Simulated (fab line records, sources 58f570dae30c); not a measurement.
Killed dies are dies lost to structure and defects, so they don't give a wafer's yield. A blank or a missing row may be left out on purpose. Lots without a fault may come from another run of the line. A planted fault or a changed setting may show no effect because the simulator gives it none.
One fault seen from 2 desks | flow berkeley_cmos170 | each desk has only its own numbers; what lay behind them comes last

THE TOOL OWNER'S DESK: pecvd-03
The tool's own readings at UCB170_V2_CVD_00 (deposits SiO2 from TEOS/O2, target thk 2000 nm, time 250 s): means of the sampled wafers that have a number, for each lot that ran on this tool. A lot is out of limits, marked OUT, if its mean lies more than 4 standard deviations from the usual mean; the brackets give that distance.
Columns: A = heater_power_w at UCB170_V2_CVD_00, usual 250 W; B = susceptor_temp_C at UCB170_V2_CVD_00, usual 389.97 C
lot  | first seen here | A   | B
L791 | day 8 20:25     | 240 | 389.95
L790 | day 8 23:49     | 233 | 389.88
L793 | day 9 17:27     | 234 | 389.90
L797 | day 10 07:28    | 162 | 389.94
L801 | day 10 07:58    | 230 | 389.89
This desk's finding: nothing out of limits on any of the 5 lots.

THE METROLOGY DESK
What the gauges read, lot by lot, whatever tool the lot ran on: means of the sampled wafers that have a number. A lot is out of limits, marked OUT, if its mean lies more than 4 standard deviations from the usual mean; the brackets give that distance.
Columns: A = V2_TEOS_THK at UCB170_V2_THK_MEAS_01, usual 2000 nm
lot  | first seen here | A
L789 | day 8 10:16     | 1987
L792 | day 8 20:31     | 1989
L791 | day 8 20:35     | 2013
L790 | day 8 23:59     | 2014
L793 | day 9 17:37     | 3678 (+62) OUT
L797 | day 10 07:37    | 3671 (+62) OUT
L799 | day 10 07:51    | 1995
L801 | day 10 08:10    | 3680 (+62) OUT
L802 | day 11 07:44    | 2010
L803 | day 11 08:22    | 1985
L804 | day 11 12:27    | 1997
L805 | day 11 22:42    | 2018
L806 | day 12 03:25    | 1989
L811 | day 12 15:18    | 2010
L812 | day 13 17:28    | 2019
This desk's finding: out of limits on L793, L797, L801; first on L793, day 9 17:37 (V2_TEOS_THK at UCB170_V2_THK_MEAS_01). In limits: L789, L792, L791, L790, L799, L802, L803, L804, L805, L806, L811, L812.

PUT TOGETHER
The metrology desk could have raised an alarm at day 9 17:37, on L793, L797, L801.
The tool owner's desk saw nothing out of limits.
The tool owner's desk has L793, L797, L801 on record, within its limits.
Of the lots named, all ran UCB170_V2_CVD_00 on pecvd-03.

WHAT THE SIMULATOR HAD PUT IN
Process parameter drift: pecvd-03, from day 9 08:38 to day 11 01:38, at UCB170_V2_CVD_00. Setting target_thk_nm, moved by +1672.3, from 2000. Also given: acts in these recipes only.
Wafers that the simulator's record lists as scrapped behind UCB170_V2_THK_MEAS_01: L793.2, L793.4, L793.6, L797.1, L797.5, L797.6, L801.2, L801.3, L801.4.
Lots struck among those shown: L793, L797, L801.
Hours from the fault's start to each desk's first reading out of limits: the metrology desk, 9.
